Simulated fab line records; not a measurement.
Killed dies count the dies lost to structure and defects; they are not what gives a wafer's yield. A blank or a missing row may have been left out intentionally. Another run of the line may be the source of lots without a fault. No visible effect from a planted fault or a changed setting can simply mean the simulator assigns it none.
The tool behind it: which one?    flow berkeley-cmos170    21 wafers from 7 lots sampled at 2 of the route's 331 steps

== WHAT THE GAUGES SHOWED, per wafer ==
UCB170_SDANNEAL_RS_MEAS_05: uses a four-point probe to measure.
lot   measured      on             NLDD_RS (ohm/sq)
L347  day 8 16:00   film-metro-03  616.1 614.9 617.2
L352  day 9 13:10   film-metro-02  613.5 614.1 614.3
L354  day 9 13:46   film-metro-01  615.7 616.9 618.0
L361  day 11 00:30  film-metro-01  613.7 614.0 613.6
L363  day 11 16:26  film-metro-03  629.8 628.8 628.7 629.0 628.7 630.6
L364  day 11 16:51  film-metro-02  614.7 615.9 615.7
L369  day 12 15:37  film-metro-02  614.6 615.4 613.9

== TOOL THAT RAN EACH LOT (tool first, then ch and the chambers of the sampled wafers, then the start) ==
lot   UCB170_NLDD_IMPLANT_09
L347  implanter-04 ch 0, day 8 05:13
L352  implanter-04 ch 0, day 9 00:45
L354  implanter-04 ch 0, day 9 01:38
L361  implanter-02 ch 0, day 10 08:31
L363  implanter-01 ch 0, day 11 05:02
L364  implanter-02 ch 0, day 11 06:19
L369  implanter-04 ch 0, day 12 04:45
- UCB170_NLDD_IMPLANT_09

== THE ANSWER, worked out from the rows above alone ==
Rule: what is usual is taken from the lots themselves. The widest of any qualifying gaps counts: lots, ordered by their means at a reading, are off when they make up no more than a third of the lots, leave a main group of 4 or more, and stand apart from it by 3 or more times the standard deviation of that group's means. If all means in a main group match to the digits the tables above print for the reading, that group is not used. Also off: a lot with no number at a reading for which 4 or more lots have one. The other lots that the step has rows for count as sound.
Off: L363, seen at UCB170_SDANNEAL_RS_MEAS_05 (NLDD_RS). Mean 615.1 ohm/sq and standard deviation 1.1 in the main group.
A tool fits if, at a process step before that reading, it ran every lot that is off, and no sound lot after the first of them. The gauges at UCB170_SDANNEAL_RS_MEAS_05 are tried like those tools. 2 tools fit, implanter-01 at UCB170_NLDD_IMPLANT_09 and film-metro-03 at UCB170_SDANNEAL_RS_MEAS_05, so this cannot tell which one it is.

== WHAT THE SIMULATOR HAD PUT IN ==
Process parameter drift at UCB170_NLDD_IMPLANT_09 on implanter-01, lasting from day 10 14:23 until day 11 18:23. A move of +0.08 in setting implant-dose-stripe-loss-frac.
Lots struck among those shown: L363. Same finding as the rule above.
